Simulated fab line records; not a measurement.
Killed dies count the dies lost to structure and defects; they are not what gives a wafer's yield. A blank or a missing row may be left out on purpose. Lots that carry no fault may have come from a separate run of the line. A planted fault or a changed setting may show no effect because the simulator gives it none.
What tool caused it?	flow rit_cmos	Sampling: 13 lots, 39 wafers, 2 of 202 route steps

WHAT EACH GAUGE READ, for each wafer
RIT_M1_CD_MEAS_90: the cd target is 2600 nm. Usual: cd_nm 2599.3 nm, standard deviation 2.8.
lot	measured	on	cd_nm (nm)	flag
L200	day 3 09:08	cd_sem-01	2599.0 2601.4 2600.8	
L202	day 3 19:10	cd_sem-01	2602.9 2602.6 2605.4	
L205	day 4 08:55	cd_sem-02	2599.8 2597.3 2599.2	
L206	day 4 15:44	cd_sem-01	2596.9 2597.3 2595.0	
L207	day 5 01:11	cd_sem-01	2600.9 2598.1 2598.7	
L208	day 5 04:04	cd_sem-01	2597.1 2599.2 2601.6	
L209	day 5 09:07	cd_sem-01	2602.2 2600.8 2602.1	
L210	day 5 12:04	cd_sem-02	2597.1 2600.1 2596.2	
L211	day 5 17:29	cd_sem-02	2598.4 2598.4 2599.1	
L212	day 5 20:11	cd_sem-01	2598.6 2596.6 2600.9	
L215	day 6 10:46	cd_sem-01	2600.8 2600.2 2598.9	
L217	day 6 20:54	cd_sem-01	2595.6 2598.8 2595.0	
L218	day 7 00:54	cd_sem-02	2600.1 2605.5 2609.7	

TOOL THAT RAN EACH LOT (tool first, then ch and the chambers of the sampled wafers, then the start)
lot	RIT_M1_METAL_ETCH_12
L200	rie_metal-03 ch 0,1, day 3 08:37
L202	rie_metal-02 ch 0,1, day 3 18:40
L205	rie_metal-02 ch 0,1, day 4 08:24
L206	rie_metal-01 ch 0,1, day 4 15:15
L207	rie_metal-03 ch 1, day 5 00:31
L208	rie_metal-02 ch 0, day 5 03:32
L209	rie_metal-01 ch 0,1, day 5 08:37
L210	rie_metal-03 ch 0,1, day 5 11:34
L211	rie_metal-02 ch 0,1, day 5 16:53
L212	rie_metal-01 ch 0,1, day 5 19:40
L215	rie_metal-01 ch 0,1, day 6 10:14
L217	rie_metal-01 ch 0,1, day 6 20:20
L218	rie_metal-03 ch 0,1, day 7 00:23
- RIT_M1_METAL_ETCH_12: etches Al in Cl2/BCl3, stops on SiO2, time 165 s, target depth 600 nm.

WHAT THE TOOLS THEMSELVES READ (means of the sampled wafers that have a number; where no wafer has one, the mark that the record gives instead)
RIT_M1_METAL_ETCH_12. Usual: chamber_pressure_mTorr 99.99 mTorr, standard deviation 0.082; drypump_motor_current_A 6.30 A, standard deviation 0.24; oes_product_au 0.769 a.u., standard deviation 0.01; throttle_valve_pct 8.25 %, standard deviation 0.094.
lot	tool	chamber_pressure_mTorr (mTorr)	drypump_motor_current_A (A)	oes_product_au (a.u.)	throttle_valve_pct (%)	flag
L200	rie_metal-03	99.92	6.13	0.764	8.16	
L202	rie_metal-02	99.98	6.43	0.771	8.20	
L205	rie_metal-02	100.04	6.42	0.782	8.20	
L206	rie_metal-01	99.99	6.44	0.769	8.36	
L207	rie_metal-03	100.01	6.02	0.777	8.21	
L208	rie_metal-02	99.92	6.60	0.778	8.15	
L209	rie_metal-01	100.05	6.53	0.779	8.35	
L210	rie_metal-03	99.98	6.10	0.768	8.18	
L211	rie_metal-02	100.05	6.24	0.773	8.23	
L212	rie_metal-01	99.95	6.55	0.761	8.36	
L215	rie_metal-01	100.01	6.50	0.767	8.36	
L217	rie_metal-01	99.99	6.52	0.771	8.35	
L218	rie_metal-03	100.00	6.09	0.763	8.18	

THE ANSWER, worked out from the rows above alone
Rule: a lot is off if the mean of its wafers that have a number lies more than 3 standard deviations from the usual mean. Also off: a lot with no number at a reading for which 4 or more lots have one. Where the step has rows for the other lots, those lots are counted as sound. The gauges are gone through in route order, then the tools' own readings, and for those a lot's mean is taken as printed above. At the first step where some lot is off, the reading lying furthest off is the one used; lots without a number count as furthest.
None of the lots is off at any reading shown; this tells nothing.

WHAT HAD BEEN PUT IN BY THE SIMULATOR
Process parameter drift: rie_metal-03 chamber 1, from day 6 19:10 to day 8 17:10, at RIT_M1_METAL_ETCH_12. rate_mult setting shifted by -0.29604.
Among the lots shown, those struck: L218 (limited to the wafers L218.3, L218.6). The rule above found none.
